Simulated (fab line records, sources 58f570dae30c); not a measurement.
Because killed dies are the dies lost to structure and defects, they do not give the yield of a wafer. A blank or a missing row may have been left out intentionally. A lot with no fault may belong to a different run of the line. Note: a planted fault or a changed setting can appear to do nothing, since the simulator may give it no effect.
Problem report in the 8D (eight disciplines) form, filled by code / flow berkeley_cmos170 / the parts of the form that need people (team, actions taken, sign-off) are left out

== 1. PROBLEM STATEMENT ==
Wafers free of any fault read 377 (standard deviation 4.6) for PWELL_TW at UCB170_PWELL_TW_MEAS_17, against a mean of 340 on 6 wafers of 2 lots. Relative to the usual mean, that is a shift of -8.2 standard deviations.
First seen on wafer L983.1, day 5 13:46, on film_metro-03. The record has a number at this step for 42 wafers belonging to 14 lots. Rule for "out" (also "out of limits"): further than 4 standard deviations from the usual mean. The rest of the wafers with a number are treated as sound.

== 2. WHAT IT IS; WHAT IT IS NOT ==
question=which readings at this step | is=PWELL_TW | is not=-
question=which lots | is=L983, L984 | is not=L970, L971, L973, L975, L977, L978, L985, L987, L988, L989, L990, L993
question=which wafers of those lots | is=all that have a number | is not=-
question=read on which gauges | is=film_metro-03, film_metro-04 | is not=film_metro-01
question=when | is=from day 5 13:46 | is not=up to then (18 sound wafers); but 18 sound wafers of L985, L987, L988, L989, L990, L993 came after

== 3. THE SUSPECTS, EACH WITH WHAT RULES IT OUT ==
Counting: a tool at any process step up to the reading remains a suspect when it ran all the lots that are out and ran no sound lot after the first of those.
- the gauge at UCB170_PWELL_TW_MEAS_17: ruled out. 2 gauges (film_metro-03, film_metro-04) read the wafers that are out.
- implanter-03 at UCB170_PWELL_IMPLANT_15: kept. It processed each lot that is out, first L983 at day 5 13:31, and no sound lot thereafter; up to then, the last sound lot it processed was L978 at day 4 14:52. Its own dose_ions_cm2, faraday_current_uA readings are out on those wafers.
The count leaves implanter-03 at UCB170_PWELL_IMPLANT_15.

== 4. THE CAUSE (what the simulator had put in) ==
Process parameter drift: implanter-03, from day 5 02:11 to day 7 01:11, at UCB170_PWELL_IMPLANT_15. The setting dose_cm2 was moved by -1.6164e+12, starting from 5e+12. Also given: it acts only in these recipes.
This tool alone remained once counting was done.

== 5. THE CHAIN OF EFFECTS, in route order ==
Rows list readings where the struck wafers' mean (over those with a number) sits beyond 3 standard deviations from the usual. Only readings whose record carries a usual standard deviation are examined. hours: median over the lots of the time between each lot's start at the first step of this table that gives one and its start at this step. sigmas: the change, counted in usual standard deviations.
hours=0; step=UCB170_PWELL_IMPLANT_15; reading=dose_ions_cm2; usual=5.001e+12; on struck wafers=3.384e+12; change=-1.617e+12; sigmas=-99 or more
hours=0; step=UCB170_PWELL_IMPLANT_15; reading=faraday_current_uA; usual=15.86; on struck wafers=10.65; change=-5.21; sigmas=-17
hours=0; step=UCB170_PWELL_TW_MEAS_17; reading=PWELL_TW; usual=377; on struck wafers=340; change=-38; sigmas=-8.2
Process steps it contains:
- UCB170_PWELL_IMPLANT_15

== 6. HOW IT WOULD HAVE BEEN CAUGHT EARLIER ==
In this record the first reading out of limits at a measuring or inspecting step was taken at day 5 13:46, 12 hours after the fault began at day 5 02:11.
The tool's own readings at UCB170_PWELL_IMPLANT_15 were out on every struck wafer that the step has a row for (dose_ions_cm2, faraday_current_uA): an alarm limit on them would have fired on the first of those.
Of the lots that are out (2), L984 began UCB170_PWELL_IMPLANT_15 on implanter-03 after day 5 13:46. Putting the tool on hold at that point would have spared it.
